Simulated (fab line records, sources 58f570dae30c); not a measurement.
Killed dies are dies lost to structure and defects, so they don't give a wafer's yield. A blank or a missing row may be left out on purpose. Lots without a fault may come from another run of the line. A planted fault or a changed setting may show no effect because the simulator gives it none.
Which tool did it? | flow berkeley_cmos170 | 7 lots, 21 wafers sampled, at 5 steps of a route of 331

WHAT THE GAUGES READ, wafer by wafer
UCB170_PSD_TW_MEAS_10.
lot  | measured     | on            | PSD_TW
L837 | day 9 00:31  | film_metro-01 | 2358 2357 2355
L840 | day 9 13:08  | film_metro-01 | 2343 2352 2342
L844 | day 10 06:52 | film_metro-03 | 30 30 30
L846 | day 10 06:47 | film_metro-04 | 31 31 31
L849 | day 11 08:44 | film_metro-04 | 2350 2351 2366
L854 | day 11 20:05 | film_metro-04 | 2364 2361 2359
L856 | day 12 10:55 | film_metro-01 | 2358 2346 2355

WHICH TOOL RAN EACH LOT (tool, then ch and the chambers of the sampled wafers, then the start)
lot  | UCB170_GATE_STRIP_16                 | UCB170_NLDD_STRIP_10                 | UCB170_SPACER_CVD_00            | UCB170_PSD_STRIP_09
L837 | plasma_asher-02 ch 0,1, day 8 11:54  | plasma_asher-04 ch 0,1, day 8 15:53  | pecvd-03 ch 1,2, day 8 16:14    | plasma_asher-01 ch 0,1, day 9 00:25
L840 | plasma_asher-02 ch 0,1, day 8 22:25  | plasma_asher-03 ch 0,1, day 9 03:47  | pecvd-01 ch 1,2, day 9 04:07    | plasma_asher-01 ch 0,1, day 9 13:02
L844 | plasma_asher-04 ch 0,1, day 9 16:57  | plasma_asher-02 ch 0,1, day 9 23:54  | pecvd-04 ch 0,2, day 10 00:43   | plasma_asher-01 ch 0,1, day 10 06:46
L846 | plasma_asher-01 ch 0,1, day 9 17:35  | plasma_asher-04 ch 0,1, day 10 00:58 | pecvd-01 ch 0,1,2, day 10 02:16 | plasma_asher-02 ch 0,1, day 10 06:41
L849 | plasma_asher-02 ch 0,1, day 10 19:52 | plasma_asher-03 ch 0,1, day 11 01:42 | pecvd-03 ch 0,1,2, day 11 02:02 | plasma_asher-03 ch 0,1, day 11 08:38
L854 | plasma_asher-01 ch 0, day 11 04:41   | plasma_asher-04 ch 0,1, day 11 10:34 | pecvd-01 ch 0,2, day 11 10:54   | plasma_asher-03 ch 0, day 11 19:59
L856 | plasma_asher-01 ch 0,1, day 11 20:17 | plasma_asher-03 ch 0,1, day 12 00:33 | pecvd-04 ch 0,2, day 12 00:53   | plasma_asher-01 ch 0,1, day 12 10:48
- UCB170_GATE_STRIP_16: strips in O2.
- UCB170_NLDD_STRIP_10: strips in O2.
- UCB170_SPACER_CVD_00: deposits SiO2 from TEOS/O2, target thk 376 nm, time 47 s.
- UCB170_PSD_STRIP_09: strips in O2.

THE ANSWER, worked out from the rows above alone
Rule: what is usual is taken from the lots themselves. Put in order of their means at a reading, lots are off if they are a third of the lots or fewer, leave a main group of 4 or more, and stand apart from it by a gap of 3 or more times the standard deviation of the main group's means; of several such gaps the widest counts. A main group whose means are all the same, to the digits that the tables above print for the reading, isn't used. A lot without any number at a reading at which 4 lots or more have one is off too. The other lots that the step has rows for count as sound.
Off: L844, L846, at UCB170_PSD_TW_MEAS_10 (PSD_TW). The main group: mean 2354, standard deviation 5.2.
A tool fits if, at a process step before that reading, it ran every lot that is off, and no sound lot after the first of them. The gauges at UCB170_PSD_TW_MEAS_10 are tried like those tools. None of those tried fits.

WHAT THE SIMULATOR HAD PUT IN
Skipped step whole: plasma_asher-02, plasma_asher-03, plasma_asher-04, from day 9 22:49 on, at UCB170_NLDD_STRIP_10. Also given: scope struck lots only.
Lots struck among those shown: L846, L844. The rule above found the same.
